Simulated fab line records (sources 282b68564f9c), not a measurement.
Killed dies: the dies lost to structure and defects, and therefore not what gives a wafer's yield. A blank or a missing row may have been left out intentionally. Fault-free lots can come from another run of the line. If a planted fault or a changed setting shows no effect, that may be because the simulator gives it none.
Which tool did it? | flow ritCmos | 7 lots (21 wafers sampled), 1 step of a 202-step route

WHAT THE GAUGES READ, wafer by wafer
RIT_PWELL_OVL_MEAS_06.
lot  | measured    | on         | PWELL_OVL (nm)
L166 | day 2 08:24 | overlay-01 | -1.1 -0.7 -0.3
L169 | day 2 22:20 | overlay-01 | 0.8 0.8 0.5
L171 | day 3 06:07 | overlay-02 | -0.3 -1.1 1.3
L175 | day 4 02:01 | overlay-02 | -0.5 0.6 -1.3
L177 | day 4 13:18 | overlay-01 | -0.8 0.3 -0.8
L180 | day 5 04:16 | overlay-02 | -1.4 0.3 -1.7
L186 | day 6 09:28 | overlay-01 | 0.8 0.7 -0.5

WHICH TOOL RAN EACH LOT (tool, then ch and the chambers of the sampled wafers, then the start)
Before these readings, the record contains no process step.

THE ANSWER, worked out from the rows above alone
Rule: the usual values come from the lots themselves. Put in order of their means at a reading, lots are off if they are a third of the lots or fewer, leave a main group of 4 or more, and stand apart from it by a gap of 3 or more times the standard deviation of the main group's means; of several such gaps the widest counts. The tables above print the reading to a certain number of digits; a main group whose means all agree to those digits is not used. A lot without any number at a reading at which 4 lots or more have one is off too. Where the step has rows for the other lots, those lots are counted as sound.
Nothing can be told from this: no lot is off at any reading shown.

WHAT THE SIMULATOR PUT IN
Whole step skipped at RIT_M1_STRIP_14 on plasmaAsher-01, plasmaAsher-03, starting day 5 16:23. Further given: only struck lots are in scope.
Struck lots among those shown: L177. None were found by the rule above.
